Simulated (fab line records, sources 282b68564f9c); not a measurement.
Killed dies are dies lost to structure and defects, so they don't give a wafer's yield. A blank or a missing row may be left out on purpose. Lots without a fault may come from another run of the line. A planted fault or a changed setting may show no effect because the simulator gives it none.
fab line records | flow rit_cmos
record lots=7 wafers=21 last_day=7
route steps=202 shown NRETRO@63 PRETRO@64 GATE@75 FOX2@80
lots that met no fault: from a run of the same line without faults
start_h: hours from the record's first day to the start of the lot's first wafer shown | wait_h: hours since the lot's step before | " the same as in the row above | L1.1+2: a row that stands for several wafers | - no value, or no start given | * or withheld: withheld | < > ~ a bound
route shown NAME@n: a module of which the file shows steps, and the number in the route of the first | usual: mean/standard deviation of fault-free wafers | same: alike in all rows | chamber/n: place in a boat | sites: the reading at each site | _std_site: their standard deviation | _edge_site: outer sites' mean less inner sites' | radius_mm: how far each site lies from the wafer's centre | mask NAME#n: copy n | behind: the tool/chamber that last shaped the wafer | hold: why the lot was held/for how many hours/how that ended | device: the transistor (n, p or np) that didn't switch | end of line: the same wafers' tests at the end of the route | a step without rows: its recipe alone | killed: dies lost to structure and defects at the first sort, not the wafer's yield | map: a wafer's dies, x killed, . not, _ none there
set.NAME: the setting as run; set.NAME@STEP: as run at that earlier step | model.NAME: the simulator's own value behind a step, which no gauge read
lots at some steps of the route; a table a step, a row a wafer
services: from which hour (start_h, from the record's first day; less than 0 if before it) a tool's chamber was out of use, for how many hours, and why
## steps
# step RIT_NRETRO_TW_MEAS_10
# usual NRETRO_TW=1048/5.9
# columns lot.wafer tool chamber start_h wait_h NRETRO_TW
L621.3 film_metro-04 - 59.58 0.1 1053
L621.4 " - " " 1051
L621.5 " - " " 1052
L625.2 film_metro-04 - 79.79 0.1 1046
L625.4 " - " " 1044
L625.6 " - " " 1043
L629.1 film_metro-04 - 99.81 0.1 1052
L629.4 " - " " 1047
L629.5 " - " " 1051
L633.1 film_metro-04 - 120.24 0.1 1046
L633.3 " - " " 1047
L633.6 " - " " 1044
L634.3 film_metro-04 - 125.37 0.1 1039
L634.4 " - " " 1043
L634.5 " - " " 1044
L635.2 film_metro-04 - 129.27 0.1 1043
L635.3 " - " " 1046
L635.5 " - " " 1046
L638.1 film_metro-02 - 146.92 0.1 1047
L638.2 " - " " 1042
L638.5 " - " " 1045
# step RIT_PRETRO_HMDS_00
# recipe prime_time_s=60 prime_temp_c=140
# step RIT_PRETRO_COAT_01
# recipe resist=NOVOLAK spin_rpm=2041 resist_thk_nm=1300
# step RIT_PRETRO_SOFTBAKE_02
# recipe resist=NOVOLAK temp_c=90 time_s=60
# step RIT_PRETRO_EXPOSE_03
# recipe mask_id=M5 na=0.57 target_cd_nm=43700 dose_mj=250
# step RIT_PRETRO_PEB_04
# recipe resist=NOVOLAK temp_c=withheld time_s=withheld
# step RIT_PRETRO_DEVELOP_05
# recipe resist=NOVOLAK develop_time_s=68 dev_temp_c=23
# step RIT_PRETRO_OVL_MEAS_06
# usual PRETRO_OVL=1.0/1.1
# columns lot.wafer tool chamber start_h wait_h PRETRO_OVL[nm]
L621.3 overlay-01 - 60.51 - 0.3
L621.4 " - " " 0.2
L621.5 " - " " 2.6
L625.2 overlay-02 - 81.06 - -0.5
L625.4 " - " " -0.2
L625.6 " - " " -2.2
L629.1 overlay-01 - 100.96 - 1.1
L629.4 " - " " 2.0
L629.5 " - " " 2.6
L633.1 overlay-01 - 121.30 - 1.5
L633.3 " - " " 0.5
L633.6 " - " " 1.1
L634.3 overlay-02 - 126.45 - -0.8
L634.4 " - " " -1.2
L634.5 " - " " 0.4
L635.2 overlay-01 - 130.21 - 3.0
L635.3 " - " " 2.4
L635.5 " - " " 1.4
L638.1 overlay-02 - 147.86 - 0.6
L638.2 " - " " 0.5
L638.5 " - " " 0.4
# step RIT_PRETRO_HARDBAKE_07
# recipe resist=NOVOLAK temp_c=140 time_s=120
# step RIT_PRETRO_IMPLANT_08
# recipe species=B energy_kev=45 dose_cm2=1.2e+13 tilt_deg=7
# step RIT_PRETRO_STRIP_09
# recipe chemistry=O2 time_s=180 resist=NOVOLAK platen_temp_c=withheld power_w=500 pressure_mtorr=4000 o2_flow_sccm=4000
# usual drypump_motor_current_A=5.7/0.36
# same time_s=180
# columns lot.wafer tool chamber start_h wait_h drypump_motor_current_A rf_hours_counter_h
L621.3 plasma_asher-01 1 60.99 0.1 5.7 -
L621.4 " 0 " " 6.2 -
L621.5 " 0 " " 6.1 -
L625.2 plasma_asher-01 1 81.49 0.1 5.8 31
L625.4 " 0 " " 6.2 -
L625.6 " 1 " " 5.8 -
L629.1 plasma_asher-04 1 101.51 0.1 5.0 51
L629.4 " 0 " " 5.4 -
L629.5 " 1 " " 5.0 -
L633.1 plasma_asher-01 0 121.84 0.1 6.2 36
L633.3 " 1 " " 5.8 -
L633.6 " 1 " " 5.8 -
L634.3 plasma_asher-01 1 126.99 0.1 5.7 -
L634.4 " 0 " " 6.2 -
L634.5 " 0 " " 6.2 -
L635.2 plasma_asher-03 0 130.64 0.1 5.9 50
L635.3 " 1 " " 5.5 -
L635.5 " 1 " " 5.4 -
L638.1 plasma_asher-03 1 148.30 0.1 5.5 51
L638.2 " 0 " " 6.0 51
L638.5 " 0 " " 6.0 -
# step RIT_PRETRO_TW_MEAS_10
# usual PRETRO_TW=470.4/2.5
# columns lot.wafer tool chamber start_h wait_h PRETRO_TW
L621.3 film_metro-01 - 61.13 0.1 465.5
L621.4 " - " " 468.9
L621.5 " - " " 466.6
L625.2 film_metro-02 - 81.68 0.1 473.2
L625.4 " - " " 471.9
L625.6 " - " " 473.5
L629.1 film_metro-01 - 101.69 0.1 471.5
L629.4 " - " " 471.2
L629.5 " - " " 470.2
L633.1 film_metro-02 - 122.01 0.1 470.2
L633.3 " - " " 472.0
L633.6 " - " " 474.2
L634.3 film_metro-04 - 127.13 0.1 467.8
L634.4 " - " " 469.0
L634.5 " - " " 468.7
L635.2 film_metro-02 - 130.82 0.1 472.8
L635.3 " - " " 471.7
L635.5 " - " " 472.2
L638.1 film_metro-01 - 148.47 0.1 470.6
L638.2 " - " " 471.4
L638.5 " - " " 471.8
# step RIT_GATE_WET_ETCH_00
# recipe chemistry=BOE target=SiO2 target_depth_nm=56 time_s=60 dry=n2_spin dilution=10:1 temp_c=21.5
# usual bath_heat_duty_pct=1.6/0.39 run_length_s=88/3.7 time_s=60/0
# columns lot.wafer tool chamber start_h wait_h bath_heat_duty_pct run_length_s time_s model.SiO2_of_FOX2_OXIDATION_00.thk_nm model.SiO2_of_ACTIVE_OXIDATION_01.thk_nm
L621.3 wet_bench-04 0 61.17 0.0 1.6 85 60 280.4 0
L621.4 " 0 " " 1.4 85 60 279.5 0
L621.5 " 0 " " 1.7 85 60 277.6 0
L625.2 wet_bench-03 3 81.73 0.0 1.9 86 60 262 0
L625.4 " 3 " " 1.7 86 60 263.1 0
L625.6 " 3 " " 1.7 86 60 258.6 0
L629.1 wet_bench-03 3 101.75 0.1 1.7 85 60 262.3 0
L629.4 " 3 " " 1.4 85 60 261.3 0
L629.5 " 3 " " 2.3 85 60 259.1 0
L633.1 wet_bench-04 0 122.07 0.1 - - - 319 42.91
L633.3 " 0 " " - - - 322.5 42.08
L633.6 " 0 " " - - - 322.8 42.05
L634.3 wet_bench-03 2 127.17 0.0 - - - 320 41.69
L634.4 " 2 " " - - - 319.6 41.31
L634.5 " 2 " " - - - 321.3 41.82
L635.2 wet_bench-04 0 130.87 0.0 - - - 323.1 43.1
L635.3 " 0 " " - - - 319.3 43.05
L635.5 " 0 " " - - - 321 42.57
L638.1 wet_bench-04 0 148.53 0.1 1.3 85 60 270.6 0
L638.2 " 0 " " 1.3 85 60 276 0
L638.5 " 0 " " 1.7 85 60 275 0
# step RIT_GATE_CLEAN_01
# recipe chemistry=SC1 mix=3:3:50 time_s=600 temp_c=75
# step RIT_GATE_CLEAN_02
# recipe chemistry=dHF dilution=50:1 time_s=30
# step RIT_GATE_CLEAN_03
# recipe chemistry=SC2 mix=3:3:50 time_s=600 temp_c=75 dry=n2_spin
# step RIT_GATE_CLEAN_04
# recipe chemistry=dHF dilution=50:1 time_s=60 dry=n2_spin
# step RIT_FOX2_THK_MEAS_91
# recipe reads=SiO2_of_FOX2_OXIDATION_00
# usual FIELD_OXIDE_LEFT_2_THK=254/7.3
# columns lot.wafer tool chamber start_h wait_h FIELD_OXIDE_LEFT_2_THK[nm]
L621.3 film_metro-04 - 61.61 0.0 268
L621.4 " - " " 268
L621.5 " - " " 266
L625.2 film_metro-01 - 82.15 0.0 250
L625.4 " - " " 251
L625.6 " - " " 247
L629.1 film_metro-01 - 102.18 0.0 250
L629.4 " - " " 249
L629.5 " - " " 247
L633.1 film_metro-03 - 122.49 0.0 307
L633.3 " - " " 310
L633.6 " - " " 311
L634.3 film_metro-04 - 127.61 0.0 308
L634.4 " - " " 307
L634.5 " - " " 309
L635.2 film_metro-03 - 131.30 0.0 311
L635.3 " - " " 307
L635.5 " - " " 309
L638.1 film_metro-01 - 148.95 0.0 259
L638.2 " - " " 264
L638.5 " - " " 263
# step RIT_GATE_OXIDATION_05
# recipe temp_c=893 ambient=O2 target_thk_a=30 ox_time_s=270
# step RIT_GATE_ANNEAL_06
# recipe temp_c=900 time_s=600 ambient=N2O
# step RIT_GATE_CVD_08
# recipe material=poly-Si target_thk_nm=250 temp_c=610 precursor=SiH4 time_s=2220 pressure_mtorr=300 sih4_flow_sccm=100
# step RIT_GATE_HMDS_10
# recipe prime_time_s=60 prime_temp_c=140
# step RIT_GATE_COAT_11
# recipe resist=NOVOLAK spin_rpm=4250 resist_thk_nm=850
# step RIT_GATE_SOFTBAKE_12
# recipe resist=NOVOLAK temp_c=90 time_s=60
# step RIT_GATE_EXPOSE_13
# recipe mask_id=M6 na=0.6 source_shape=conventional sigma_outer=0.6 target_cd_nm=150 dose_mj=380
# step RIT_GATE_PEB_14
# recipe resist=NOVOLAK temp_c=withheld time_s=withheld
# step RIT_GATE_DEVELOP_15
# recipe resist=NOVOLAK develop_time_s=50 dev_temp_c=23.5
# step RIT_GATE_CD_MEAS_16
# recipe target_cd_nm=150
# usual cd_nm=150.3/2.4
# columns lot.wafer tool chamber start_h wait_h cd_nm
L621.3 cd_sem-02 - 66.00 - 148.1
L621.4 " - " " 148.2
L621.5 " - " " 147.9
L625.2 cd_sem-01 - 86.26 - 147.2
L625.4 " - " " 148.8
L625.6 " - " " 147.4
L629.1 cd_sem-02 - 107.28 - 153.7
L629.4 " - " " 154.3
L629.5 " - " " 154.0
L633.1 cd_sem-01 - 126.60 - 151.7
L633.3 " - " " 150.4
L633.6 " - " " 148.8
L634.3 cd_sem-01 - 131.60 - 150.2
L634.4 " - " " 149.6
L634.5 " - " " 150.1
L635.2 cd_sem-02 - 138.76 - 153.2
L635.3 " - " " 150.9
L635.5 " - " " 150.0
L638.1 cd_sem-01 - 154.51 - 146.1
L638.2 " - " " 146.1
L638.5 " - " " 146.8
# step RIT_GATE_OVL_MEAS_17
# usual GATE_OVL=0.5/1.4
# columns lot.wafer tool chamber start_h wait_h GATE_OVL[nm]
L621.3 overlay-02 - 66.10 0.1 4.4
L621.4 " - " " 3.2
L621.5 " - " " 1.0
L625.2 overlay-02 - 86.37 0.1 0.5
L625.4 " - " " 0.3
L625.6 " - " " -0.8
L629.1 overlay-01 - 107.40 0.1 1.5
L629.4 " - " " 1.5
L629.5 " - " " 2.2
L633.1 overlay-01 - 126.72 0.1 0.4
L633.3 " - " " 0.5
L633.6 " - " " -0.2
L634.3 overlay-02 - 131.70 0.1 0.6
L634.4 " - " " 0.9
L634.5 " - " " 1.7
L635.2 overlay-02 - 138.87 0.1 -0.3
L635.3 " - " " -0.2
L635.5 " - " " 0.1
L638.1 overlay-02 - 154.63 0.1 -1.0
L638.2 " - " " -0.9
L638.5 " - " " -0.3
# step RIT_GATE_HARDBAKE_18
# recipe resist=NOVOLAK temp_c=140 time_s=60
# step RIT_GATE_ETCH_19
# recipe chemistry=SF6/CHF3/O2 time_s=165 SF6_flow_sccm=30 CHF3_flow_sccm=30 O2_flow_sccm=5 target=poly-Si pressure_mtorr=40 rf_w=160 target_depth_a=3125 over_etch_frac=0.25 stop_on=SiO2
# usual CHF3_flow_sccm=30.00/0.092 O2_flow_sccm=5.001/0.015 SF6_flow_sccm=30.00/0.088 drypump_motor_current_A=5.7/0.36 oes_product_au=0.841/0.01 throttle_valve_pct=10.27/0.15
# same time_s=165
# columns lot.wafer tool chamber start_h wait_h CHF3_flow_sccm O2_flow_sccm SF6_flow_sccm drypump_motor_current_A oes_product_au rf_hours_counter_h throttle_valve_pct model.SiO2_of_FOX2_OXIDATION_00.thk_nm
L621.3 rie_si-01 3 66.27 0.1 30.00 5.005 30.10 6.0 0.824 1 10.56 257.6
L621.4 " 1 " " 30.07 5.005 30.01 6.3 0.851 6 10.27 256.4
L621.5 " 2 " " 30.06 4.990 29.86 5.4 0.851 - 10.14 254.6
L625.2 rie_si-01 0 86.71 0.1 29.85 5.026 30.02 5.7 0.826 53 10.42 239.1
L625.4 " 1 " " 29.96 4.979 30.06 6.3 0.848 6 10.29 239.8
L625.6 " 2 " " 29.86 5.016 29.97 5.4 0.838 - 10.14 235.5
L629.1 rie_si-01 3 107.59 0.1 29.81 5.014 30.08 6.0 0.829 2 10.53 239.6
L629.4 " 1 " " 29.90 5.024 29.96 6.3 0.852 - 10.27 238.2
L629.5 " 3 " " 29.87 5.021 30.15 6.0 0.825 - 10.56 236.4
L633.1 rie_si-01 1 126.90 0.1 30.12 4.993 29.97 6.3 0.861 6 10.24 296
L633.3 " 3 " " 30.13 5.006 30.10 6.0 0.849 2 10.55 299.8
L633.6 " 0 " " 30.01 5.016 29.94 5.7 0.840 - 10.41 300.2
L634.3 rie_si-02 3 131.87 0.1 30.09 5.026 29.88 5.8 0.840 72 10.09 297.1
L634.4 " 0 " " 29.94 4.987 30.00 5.0 0.832 93 10.25 296.7
L634.5 " 0 " " 29.91 5.006 29.91 5.0 0.833 - 10.24 298.3
L635.2 rie_si-01 0 139.05 0.1 30.03 4.988 29.98 5.7 0.837 53 10.42 300.2
L635.3 " 3 " " 29.89 4.971 30.06 6.0 0.829 2 10.55 296.5
L635.5 " 1 " " 30.06 5.003 29.90 6.3 0.843 - 10.27 297.9
L638.1 rie_si-02 1 154.98 0.1 30.07 5.019 30.06 5.7 0.835 4 10.18 247.6
L638.2 " 0 " " 30.02 5.014 30.01 5.0 0.836 93 10.28 252.8
L638.5 " 2 " " 30.03 5.001 29.80 5.9 0.839 - 10.18 251.7
# step RIT_GATE_STRIP_20
# recipe chemistry=O2 time_s=180 resist=NOVOLAK platen_temp_c=withheld power_w=500 pressure_mtorr=4000 o2_flow_sccm=4000
# usual drypump_motor_current_A=5.7/0.34
# same time_s=180
# columns lot.wafer tool chamber start_h wait_h drypump_motor_current_A rf_hours_counter_h
L621.3 plasma_asher-04 0 66.44 0.1 5.4 -
L621.4 " 1 " " 5.0 -
L621.5 " 1 " " 5.0 -
L625.2 plasma_asher-02 0 86.82 0.1 5.6 36
L625.4 " 1 " " 5.5 -
L625.6 " 1 " " 5.5 -
L629.1 plasma_asher-01 1 107.70 0.1 5.7 34
L629.4 " 1 " " 5.7 -
L629.5 " 0 " " 6.2 -
L633.1 plasma_asher-02 1 127.01 0.1 5.5 1
L633.3 " 1 " " 5.5 -
L633.6 " 1 " " 5.5 -
L634.3 plasma_asher-01 1 132.04 0.1 5.7 -
L634.4 " 0 " " 6.2 -
L634.5 " 0 " " 6.2 -
L635.2 plasma_asher-01 1 139.16 0.1 5.8 38
L635.3 " 1 " " 5.8 -
L635.5 " 0 " " 6.2 -
L638.1 plasma_asher-01 1 155.08 0.1 5.8 39
L638.2 " 0 " " 6.2 39
L638.5 " 0 " " 6.2 -
## services
# columns tool chamber start_h hours kind
rie_si-01 1 44.13 4.1 repair
rie_si-02 - 56.12 0.7 repair
plasma_asher-03 - 60.21 2.8 pm
plasma_asher-03 - 81.50 28.1 pm
rie_si-02 - 84.38 14.6 pm
rie_si-01 2 98.30 - clean
rie_si-01 2 98.30 20.1 scheduled_down
rie_si-01 2 98.30 20.1 vent_cycle
plasma_asher-02 - 108.75 9.0 pm
plasma_asher-02 0 108.75 9.0 vent_cycle
plasma_asher-02 1 108.75 9.0 vent_cycle
plasma_asher-02 0 117.75 - clean
plasma_asher-02 1 117.75 - clean
rie_si-01 - 121.14 1.0 repair
plasma_asher-03 - 131.59 9.1 repair
## key
first_sign step=RIT_GATE_WET_ETCH_00 reading=tool_record direction=missing
effect step=RIT_FOX2_THK_MEAS_91 reading=FIELD_OXIDE_LEFT_2_THK direction=up sigmas=7.5 usual=254 struck=309
model_effect step=RIT_GATE_WET_ETCH_00 value=SiO2_of_FOX2_OXIDATION_00.thk_nm without=264.6 struck=321
model_effect step=RIT_GATE_ETCH_19 value=SiO2_of_FOX2_OXIDATION_00.thk_nm without=241.7 struck=298.1
met_at RIT_GATE_WET_ETCH_00
struck_wafers L633.1,L633.3,L633.6,L634.3,L634.4,L634.5,L635.2,L635.3,L635.5
later_rows_left_out L633.1,L633.3,L633.6,L634.3,L634.4,L634.5,L635.2,L635.3,L635.5
sort_left_out L633.1,L633.3,L633.6,L634.3,L634.4,L634.5,L635.2,L635.3,L635.5
tester_left_out L633,L634,L635
onset_between 101.75 122.07
fault kind=skipped_step_whole tool=wet_bench-03,wet_bench-04 chamber=- onset_h=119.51 steps=RIT_GATE_WET_ETCH_00 scope=struck_lots_only
# tester_left_out: of these lots the tester's yield and bins aren't shown, on N5 and GAA mostly nor the transistor test; their killed dies are dies lost to structure and defects alone, not to doping, threshold or leakage, so they don't give the yield
# sort_left_out: the simulated sort isn't trusted on such a fault, so these wafers' sort isn't shown, and their yield isn't known
# later_rows_left_out: the simulator's readings of these wafers behind a module that went badly wrong aren't trusted and aren't shown, but for the sort
